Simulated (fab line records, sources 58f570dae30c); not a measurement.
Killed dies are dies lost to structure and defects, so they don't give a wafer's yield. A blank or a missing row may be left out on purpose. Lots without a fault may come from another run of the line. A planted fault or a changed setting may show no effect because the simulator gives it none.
Split-lot experiment | flow berkeley_cmos170 | 5 lots, 23 wafers read, on a route of 331 steps

THE SPLIT
At UCB170_NSD_COAT_01 (resist thk 900 nm), the setting resist_thk_nm was moved away from the recipe's 900 nm on 7 of the 23 wafers read, by +1.8% to +5.5%. The other wafers ran this setting at the recipe's value.

The reading is taken at the split's own step.

THE READING
KrF_of_NSD_COAT_01.thk_nm (the simulator's own value, which no gauge read), in nm, at UCB170_NSD_COAT_01 (resist thk 900 nm). The file gives no usual value for it. The 16 wafers here that ran the recipe average 902.6 nm, standard deviation 0.98 nm.

wafer  | tool, chamber at the split | resist_thk_nm as run, nm | against the recipe | KrF_of_NSD_COAT_01.thk_nm, nm | against lot-mates on the recipe
L074.1 | litho_track-02, 0          | 949.6                    | +5.5%              | 948.2                         | +46.0
L074.2 | litho_track-02, 0          | 949.6                    | +5.5%              | 949.8                         | +47.5
L074.3 | litho_track-02, 0          | 949.6                    | +5.5%              | 951.6                         | +49.4
L074.5 | litho_track-02, 0          | 900                      | recipe             | 901.9                         | -
L074.6 | litho_track-02, 0          | 900                      | recipe             | 902.6                         | -
L077.1 | litho_track-01, 0          | 916.1                    | +1.8%              | 917.7                         | +15.0
L077.2 | litho_track-01, 0          | 900                      | recipe             | 901.7                         | -
L077.3 | litho_track-01, 0          | 900                      | recipe             | 901.7                         | -
L077.4 | litho_track-01, 0          | 900                      | recipe             | 904.7                         | -
L077.5 | litho_track-01, 0          | 916.1                    | +1.8%              | 921.3                         | +18.6
L079.1 | litho_track-02, 0          | 900                      | recipe             | 902                           | -
L079.3 | litho_track-02, 0          | 900                      | recipe             | 901.9                         | -
L079.6 | litho_track-02, 0          | 900                      | recipe             | 903.1                         | -
L082.1 | litho_track-04, 0          | 900                      | recipe             | 904.3                         | -
L082.2 | litho_track-04, 0          | 900                      | recipe             | 903.2                         | -
L082.3 | litho_track-04, 0          | 900                      | recipe             | 901.8                         | -
L082.4 | litho_track-04, 0          | 900                      | recipe             | 902.7                         | -
L082.5 | litho_track-04, 0          | 900                      | recipe             | 903.4                         | -
L085.1 | litho_track-04, 0          | 937.5                    | +4.2%              | 941.2                         | +38.9
L085.2 | litho_track-04, 0          | 900                      | recipe             | 900.9                         | -
L085.3 | litho_track-04, 0          | 900                      | recipe             | 902.9                         | -
L085.4 | litho_track-04, 0          | 900                      | recipe             | 903.1                         | -
L085.5 | litho_track-04, 0          | 937.5                    | +4.2%              | 942.3                         | +40.0

THE FIT
A straight line over all 23 wafers: KrF_of_NSD_COAT_01.thk_nm changes by +8.8 nm for each +1% of resist_thk_nm; r = +1.00; the points scatter about the line by 1.5 nm.
The same after taking each lot's own level away (the mean of its wafers on the recipe; 23 wafers): +8.86 nm for each +1%; r = +1.00; scatter 1.5 nm.
On that fit, the largest move of resist_thk_nm shifts the reading by 49 nm.
The lots' own levels span 902.25 to 903.08 nm, that is 0.8 times the standard deviation above.
So the lot-to-lot level changes the slope little: the two slopes agree.
Check: with one of the wafers moved furthest among these (+5.5%) left out of the fit, the line predicts +49.9 nm for it against its lot-mates. It came out at +46 nm against them.

OTHER SPLITS ON THESE WAFERS
These wafers also went through other splits before the reading. Each is held against what the fit with the lots' levels taken away leaves over:
other split on the same wafers         | wafers away from the commonest value | r with KrF_of_NSD_COAT_01.thk_nm (lot level and that fit taken away)
UCB170_START_OXIDATION_02 ox_time_s    | 10                                   | +0.26
UCB170_NWELL_COAT_07 spin_rpm          | 10                                   | +0.05
UCB170_NWELL_IMPLANT_14 dose_cm2       | 7                                    | -0.32
UCB170_ACTIVE_CVD_05 sih2cl2_flow_sccm | 15                                   | -0.11
UCB170_PFIELD_IMPLANT_07 energy_kev    | 8                                    | -0.05
UCB170_GATE_COAT_07 resist_thk_nm      | 6                                    | +0.35
UCB170_PLDD_IMPLANT_09 energy_kev      | 11                                   | -0.21
UCB170_NLDD_COAT_01 spin_rpm           | 9                                    | +0.42
UCB170_NLDD_IMPLANT_08 dose_cm2        | 8                                    | +0.15

THE WHOLE CHAIN: every reading that the file lists as answering this split, in the file's order
step                | what it does      | reading                                                                    | change (the file's fit)              | r (the file's)
UCB170_NSD_COAT_01  | resist thk 900 nm | KrF_of_NSD_COAT_01.thk_nm (the simulator's own value, which no gauge read) | +8.97 nm for each +1% of the setting | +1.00
UCB170_NSD_STRIP_09 | strips in O2      | strip_time_to_endpoint_s                                                   | withheld for each +1% of the setting | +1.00

THE FILE'S OWN FIT
KrF_of_NSD_COAT_01.thk_nm changes by +8.97 nm for each +1% of resist_thk_nm, r = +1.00.
